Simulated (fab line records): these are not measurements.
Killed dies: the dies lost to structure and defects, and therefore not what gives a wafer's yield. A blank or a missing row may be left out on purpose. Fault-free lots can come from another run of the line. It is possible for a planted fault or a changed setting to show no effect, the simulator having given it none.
A lot that was struck, set against a sound lot | flow berkeley_cmos170 | 24 steps out of a route of 331
Sound: wafers L253.2, L253.3, L253.6. Wafers struck: L255.2, L255.3, L255.4. The cause is named last.
Per side, at each step with rows, come the tool, then ch with its chambers, and then its first start. Under that, the readings that differ: sound wafers | struck wafers | difference of the means | sigmas: that difference in standard deviations of wafers without a fault.
alike: readings with means less than 2 such deviations apart, plus words and numbers identical on both sides. not compared: withheld readings, readings lacking a value on some wafer, bounds such as >300 that could conceal the same value, and numbers that have no deviation in the record and whose values overlap.
The two part at a step that has a row with sigmas, a row that says differs or no value, or rows on one side only. Numbers that have no deviation but don't overlap get no sigmas and don't part them. A reading that every wafer of one side lacks parts them only if that side has two wafers or more.

first, 4 steps without rows for these wafers: UCB170_PWELL_WET_ETCH_19 (etches Si3N4 in H3PO4, time 14400 s); UCB170_PWELL_WET_ETCH_20 (etches SiO2 in BOE, time 22 s); UCB170_WELLDRIVE_CLEAN_00 (cleans in SPM, time 600 s); UCB170_WELLDRIVE_OXIDATION_01 (target thk 199 nm, ox time 9000 s).
UCB170_WELLDRIVE_THK_MEAS_02:
  sound: film_metro-03 at day 6 20:26; struck: film_metro-04 at day 7 02:37
  alike: WELLDRIVE_OXIDE_THK
then, 5 steps without rows for these wafers: UCB170_WELLDRIVE_ANNEAL_03 (time 900 s); UCB170_WELLDRIVE_WET_ETCH_04 (etches SiO2 in BOE, time 120 s); UCB170_ACTIVE_CLEAN_00 (cleans in SPM, time 600 s); UCB170_ACTIVE_CLEAN_01 (cleans in dHF, time 60 s); UCB170_ACTIVE_OXIDATION_02 (target thk 26.4 nm, ox time 1260 s).
UCB170_ACTIVE_THK_MEAS_03:
  sound: film_metro-03 at day 7 06:52; struck: film_metro-01 at day 7 11:22
  alike: ACTIVE_OXIDE_THK
then, 1 step without rows for these wafers: UCB170_ACTIVE_ANNEAL_04 (time 900 s).
UCB170_ACTIVE_CVD_05: deposits Si3N4 from SiH2Cl2/NH3, target thk 220 nm, time 3300 s.
  sound on lpcvd-01 ch 1, day 7 12:27; struck on lpcvd-02 ch 1, day 7 16:50
  reading                                  | sound             | struck            | difference | sigmas
  spike_tc_centre_C (C)                    | 802.3 804.1 802.2 | 829.9 829.8 830.7 | +27.3      | +27
  spike_tc_source_C (C)                    | 821.3 822.3 821.2 | 820.2 817.8 818.4 | -2.8       | -3
  zone_power_centre_pct (%)                | 37 37 36          | 54 54 53          | +17        | +5
  model.Si3N4_of_ACTIVE_CVD_05.thk_nm (nm) | 218.2 218.7 218.5 | 235.2 242.7 253.5 | +25.3      |
  alike: pressure_mtorr, susceptor_temp_C, zone_power_source_pct
UCB170_ACTIVE_THK_MEAS_06:
  sound: film_metro-01 at day 7 14:22; struck: film_metro-04 at day 7 18:46
  reading                 | sound             | struck            | difference | sigmas
  ACTIVE_NITRIDE_THK (nm) | 218.1 218.4 218.6 | 235.3 242.8 253.5 | +25.5      | +10
then, 6 steps without rows for these wafers: UCB170_ACTIVE_HMDS_07 (prime time 60 s); UCB170_ACTIVE_COAT_08 (resist thk 900 nm); UCB170_ACTIVE_SOFTBAKE_09 (time 60 s); UCB170_ACTIVE_EXPOSE_10 (exposes mask ACTIVE, target cd 1200 nm); UCB170_ACTIVE_PEB_11; UCB170_ACTIVE_DEVELOP_12 (develop time 45 s).
UCB170_ACTIVE_CD_MEAS_13 targets a cd of 1200 nm.
  sound: cd_sem-02 at day 7 16:02; struck: cd_sem-01 at day 7 20:58
  alike: cd_nm
UCB170_ACTIVE_OVL_MEAS_14:
  sound: overlay-02 at day 7 16:09; struck: overlay-01 at day 7 21:04
  alike: ACTIVE_OVL
UCB170_ACTIVE_ETCH_15: etches Si3N4 in CH3F/Ar/O2, stops on SiO2, target depth 242 nm, time 151 s.
  sound on rie_diel-02 ch 0,3, day 7 16:11; struck on rie_diel-04 ch 0,1,3, day 7 21:06
  reading                  | sound             | struck            | difference | sigmas
  oes_product_au (a.u.)    | 0.934 0.951 0.954 | 0.989 0.989 1.011 | +0.050     | +6
  model.etch.depth_nm (nm) | 218.2 218.7 218.5 | 235.2 242.7 248.4 | +23.6      |
  alike: drypump_motor_current_A, throttle_valve_pct
  not compared: rf_hours_counter_h
UCB170_ACTIVE_STRIP_16: strips in O2.
  sound on plasma_asher-02 ch 0, day 7 16:17; struck on plasma_asher-03 ch 0,1, day 7 21:12
  reading                      | sound             | struck            | difference | sigmas
  drypump_motor_current_A (A)  | 5.3 5.2 5.3       | 6.2 5.7 6.1       | +0.7       | +2
  strip_time_to_endpoint_s (s) | 18.07 18.13 18.16 | 17.95 17.79 17.83 | -0.26      | -3
  alike: oes_product_au
  not compared: rf_hours_counter_h

## WHERE THEY PART
Earliest at UCB170_ACTIVE_CVD_05; latest, in this record, at UCB170_ACTIVE_STRIP_16.

WHY: what the simulator had put in
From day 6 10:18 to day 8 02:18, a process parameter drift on lpcvd-02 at UCB170_ACTIVE_CVD_05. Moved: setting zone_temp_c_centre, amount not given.
